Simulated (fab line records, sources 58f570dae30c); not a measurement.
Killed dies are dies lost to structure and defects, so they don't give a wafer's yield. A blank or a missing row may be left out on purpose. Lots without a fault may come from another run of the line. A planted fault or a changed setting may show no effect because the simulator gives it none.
Problem report in the 8D (eight disciplines) form, filled by code | flow berkeley_cmos170 | the parts of the form that need people (team, actions taken, sign-off) are left out

1. THE PROBLEM
cathode_dc_power_W at UCB170_M2_SPUTTER_01 reads a mean of 5842.9 W on 6 wafers of 2 lots; wafers without a fault read 6000.1 W with a standard deviation of 1.1. That is -99 or more standard deviations from the usual mean.
The step: material Al, target thk 900 nm, time 120 s.
First seen on wafer L972.1, day 10 23:48, on pvd_sputter-01. The record holds 18 wafers of 6 lots with a number at this step. Rule for "out", or "out of limits": more than 4 standard deviations from the usual mean. The other wafers with a number count as sound.

2. WHAT IT IS AND WHAT IT IS NOT
question                    | is                     | is not
which readings at this step | cathode_dc_power_W     | throttle_valve_pct
which lots                  | L972, L977             | L962, L970, L973, L978
which wafers of those lots  | all that have a number | -
read on which tools         | pvd_sputter-01         | pvd_sputter-02, pvd_sputter-04
when                        | from day 10 23:48      | up to then (9 sound wafers); but 3 sound wafers of L978 came after

3. SUSPECTS, AND WHAT RULES EACH OUT
Counting: a tool at a process step up to the reading stays a suspect if it ran every lot that is out and no sound lot after the first of them.
- plasma_asher-02 at UCB170_V1_STRIP_15 (strips in O2): kept. It ran every lot that is out, first L972 (day 10 23:31), and no sound lot after that; its last sound lot up to then is L970 (day 10 22:58).
- pvd_sputter-01 at UCB170_M2_SPUTTER_01 (material Al, target thk 900 nm, time 120 s): kept. It ran every lot that is out, first L972 (day 10 23:48), and no sound lot after that; its last sound lot up to then is L962 (day 9 01:44). Its own readings are out on those wafers: cathode_dc_power_W.
Left after counting: plasma_asher-02 at UCB170_V1_STRIP_15, pvd_sputter-01 at UCB170_M2_SPUTTER_01.

4. THE CAUSE (what the simulator had put in)
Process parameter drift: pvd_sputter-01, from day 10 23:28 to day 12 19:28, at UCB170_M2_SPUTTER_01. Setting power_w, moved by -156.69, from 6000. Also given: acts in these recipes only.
Counting left 2 suspects, and this tool is among them.

5. THE CHAIN OF EFFECTS, in route order
Each row: a reading whose mean over the struck wafers that have a number lies more than 3 standard deviations from the usual. Only readings for which the record gives a usual standard deviation are gone through. hours: the time from each lot's start at the first step in this table that gives one to its start at this step, as a median over the lots. sigmas: the change in usual standard deviations.
hours | step                 | reading            | usual    | on struck wafers | change | sigmas
0     | UCB170_M2_SPUTTER_01 | cathode_dc_power_W | 6000.1 W | 5842.9           | -157.2 | -99 or more
The process steps in it:
- UCB170_M2_SPUTTER_01: material Al, target thk 900 nm, time 120 s.
Later measuring or inspecting steps at which every struck wafer that the step has a row for has a number for every such reading, and none has moved that far: UCB170_M2_RS_MEAS_02, UCB170_M2_THK_MEAS_03, UCB170_M2_CD_MEAS_15, UCB170_M2_OVL_MEAS_16, UCB170_M2_CD_MEAS_90, UCB170_V2_THK_MEAS_01, UCB170_V2_BOW_MEAS_03, UCB170_V2_THK_MEAS_04.

6. WHAT WOULD HAVE CAUGHT IT SOONER
In this record the first reading out of limits was taken at day 10 23:48, 0 hours after the fault began at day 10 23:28.
